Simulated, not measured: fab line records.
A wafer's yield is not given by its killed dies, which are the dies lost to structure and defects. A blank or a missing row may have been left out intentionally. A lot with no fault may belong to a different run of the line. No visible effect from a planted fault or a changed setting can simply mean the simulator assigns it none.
Comparing a struck lot with a sound one -- flow rit_cmos -- 17 out of 202 route steps
Sound: the wafers L138.1, L138.2, L138.4. Struck: wafers L144.2, L144.4, L144.6. The cause is named last.
For every step that has rows: the tool of each side, followed by ch and its chambers, followed by its first start. Under that, the readings that differ: sound wafers -- struck wafers -- difference of the means -- sigmas: that difference in standard deviations of wafers without a fault.
alike: a reading whose means differ by less than 2 such deviations, as well as words and numbers matching on both sides. not compared: withheld readings; readings where some wafer has no value; bounds like >300 that might hide an equal value; numbers whose values overlap and for which the record gives no deviation.
Wherever a step has rows on one side only, a row that says differs or no value, or a row with sigmas, the two part there. Numbers that have no deviation but don't overlap get no sigmas and don't part them. Lack of a reading on every wafer of one side parts them only where that side has two or more wafers.

first, 1 step without rows for these wafers: RIT_PRETRO_DEVELOP_05 (develop time 68 s).
RIT_PRETRO_OVL_MEAS_06:
  sound on overlay-01 at day 2 22:13; struck on overlay-01 at day 4 06:16
  alike: PRETRO_OVL
then, 2 steps without rows for these wafers: RIT_PRETRO_HARDBAKE_07 (time 120 s); RIT_PRETRO_IMPLANT_08.
RIT_PRETRO_STRIP_09: strips in O2, time 180 s.
  sound on plasma_asher-03 ch 0,1, day 2 22:38; struck on plasma_asher-04 ch 0, day 4 06:42
  alike: drypump_motor_current_A, rf_refl_power_W
  not compared: rf_hours_counter_h
RIT_PRETRO_TW_MEAS_10:
  sound on film_metro-03 at day 2 22:49; struck on film_metro-01 at day 4 06:53
reading,sound,struck,difference,sigmas
PRETRO_TW,476.2 476.9 476.0,468.5 470.7 471.1,-6.3,-3
then, 5 steps without rows for these wafers: RIT_GATE_WET_ETCH_00 (etches SiO2 in BOE, target depth 56 nm, time 60 s); RIT_GATE_CLEAN_01 (cleans in SC1, time 600 s); RIT_GATE_CLEAN_02 (cleans in dHF, time 30 s); RIT_GATE_CLEAN_03 (cleans in SC2, time 600 s); RIT_GATE_CLEAN_04 (cleans in dHF, time 60 s).
RIT_FOX2_THK_MEAS_91:
  sound on film_metro-04 at day 2 23:17; struck on film_metro-04 at day 4 07:22
  alike: FIELD_OXIDE_LEFT_2_THK
RIT_GATE_OXIDATION_05: target thk 3 nm, ox time 274.8 s.
  sound on furnace-03 ch 0, day 3 00:19; struck on furnace-03 ch 0, day 4 08:56
reading,sound,struck,difference,sigmas
spike_tc_centre_C (C),900.6 904.2 901.3,885.3 886.3 886.9,-15.9,-13
spike_tc_load_C (C),921.2 920.4 921.4,905.9 906.5 906.2,-14.8,-6
spike_tc_source_C (C),914 916 917,898 900 899,-17,-4
model.SiO2_of_GATE_OXIDATION_05.thk_nm (nm),3.158 3.151 3.108,2.511 2.474 2.503,-0.643,
  alike: zone_power_load_pct
then, 1 step without rows for these wafers: RIT_GATE_ANNEAL_06 (time 600 s).
RIT_GATE_THK_MEAS_07:
  sound on film_metro-01 at day 3 01:38; struck on film_metro-04 at day 4 11:35
reading,sound,struck,difference,sigmas
GATE_OXIDE_THK (nm),3.13 3.13 3.13,2.52 2.49 2.52,-0.62,-8
then, 1 step without rows for these wafers: RIT_GATE_CVD_08 (deposits poly-Si from SiH4, target thk 250 nm, time 2220 s).
RIT_M1_PROBE_99:
  sound on prober-01 at day 4 00:22; struck on prober-02 at day 5 10:54
reading,sound,struck,difference,sigmas
model.etest.pmos_0p3.r_on_ohm_um,6374 6358 6219,5454 5401 5351,-915,
model.etest.pmos_turned.r_on_ohm_um,3370 3331 3212,3130 3136 3062,-195,
model.etest.pmos_0p15.r_on_ohm_um,2739 2703 2620,2528 2460 2447,-209,
model.etest.nmos_0p3.r_on_ohm_um,2247 2218 2185,1982 1946 1944,-259,
model.etest.nmos_0p15.drive_ua_um,452.3 461 474.2,530 539.8 538.9,+74,
model.etest.nmos_0p15.r_on_ohm_um,1146 1154 1088,1086 1064 1045,-64,
model.etest.nmos_narrow.drive_ua_um,210.6 214.5 216.2,276.7 278.4 273.5,+62.4,
model.etest.nmos_0p3.drive_ua_um,209.8 214.2 215.4,272.1 272.9 270.9,+58.8,
  alike: killed_at_contacts, killed_at_front_end, killed_dies, killed_open, killed_short

WHERE THEY PART
Earliest at RIT_PRETRO_TW_MEAS_10; latest, in this record, at RIT_GATE_THK_MEAS_07. Later steps at which nothing parts them and some readings are alike: RIT_M1_PROBE_99.

WHY: the cause the simulator had injected
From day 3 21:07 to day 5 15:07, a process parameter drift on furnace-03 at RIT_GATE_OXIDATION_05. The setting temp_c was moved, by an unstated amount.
